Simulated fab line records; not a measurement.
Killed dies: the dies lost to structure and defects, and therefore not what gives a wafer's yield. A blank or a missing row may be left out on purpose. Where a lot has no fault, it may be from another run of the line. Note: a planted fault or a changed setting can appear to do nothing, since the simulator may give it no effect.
A struck lot beside a sound one | flow berkeley cmos170 | 14 steps out of a route of 331
Sound: these wafers, L787.2, L787.3, L787.5. Struck: wafers L793.1, L793.4, L793.5. Last of all comes the cause.
Per side, at each step with rows, come the tool, then ch with its chambers, and then its first start. Under that, the readings that differ: sound wafers | struck wafers | difference of the means | sigmas: that difference in standard deviations of wafers without a fault.
alike: readings whose means differ by less than 2 such deviations, and words and numbers that are the same on both sides. not compared: withheld readings, readings that some wafer has no value for, bounds like >300 that may hide the same value, and numbers for which the record gives no deviation and whose values overlap.
Wherever a step has rows on one side only, a row that says differs or no value, or a row with sigmas, the two part there. When numbers do not overlap yet have no deviation, they are printed without sigmas and do not part them. Lack of a reading on every wafer of one side parts them only where that side has two or more wafers.

first, 3 steps without rows for these wafers: UCB170_PSD_EXPOSE_03 (exposes mask PSELECT MOD, target cd 1200 nm); UCB170_PSD_PEB_04; UCB170_PSD_DEVELOP_05 (develop time 45 s).
UCB170_PSD_CD_MEAS_06: target cd 1200 nm.
  sound: cd sem-02 at day 8 06:26; struck: cd sem-02 at day 9 03:54
  alike: cd nm
UCB170_PSD_OVL_MEAS_07:
  sound: overlay-02 at day 8 06:32; struck: overlay-02 at day 9 04:01
  alike: PSD_OVL
following that, these wafers have no rows for 1 step: UCB170_PSD_IMPLANT_08.
UCB170_PSD_STRIP_09: strips in O2.
  sound on plasma asher-04 ch 0,1, day 8 06:43; struck on plasma asher-03 ch 0, day 9 04:12
  alike: drypump motor current A, oes product au, strip time to endpoint s
  not compared: rf hours counter h
UCB170_PSD_TW_MEAS_10:
  sound: film metro-04 at day 8 06:50; struck: film metro-03 at day 9 04:18
  alike: PSD_TW
then, 4 steps without rows for these wafers: UCB170_PSD_CLEAN_11 (cleans in SPM, time 600 s); UCB170_NSD_HMDS_00 (prime time 60 s); UCB170_NSD_COAT_01 (resist thk 900 nm); UCB170_NSD_SOFTBAKE_02 (time 60 s).
UCB170_NSD_EXPOSE_03: exposes mask NSELECT MOD, target cd 1200 nm.
  struck on krf scanner-02, day 9 05:48; sound on krf scanner-01 ch 0, day 8 07:47
  no value came back on the struck wafers for exposure dose mJ cm2, focus offset nm (nm), na; on the sound wafers exposure dose mJ cm2 reads 30.49 30.50 30.47
  alike: mask
following that, these wafers have no rows for 1 step: UCB170_NSD_PEB_04.

== WHERE THEY PART ==
At UCB170_NSD_EXPOSE_03 and nowhere else, as far as this record goes.

WHY: what the simulator had put in
At UCB170_NSD_EXPOSE_03, the step was skipped entirely on krf scanner-02 from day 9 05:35 on. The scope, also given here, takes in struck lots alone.
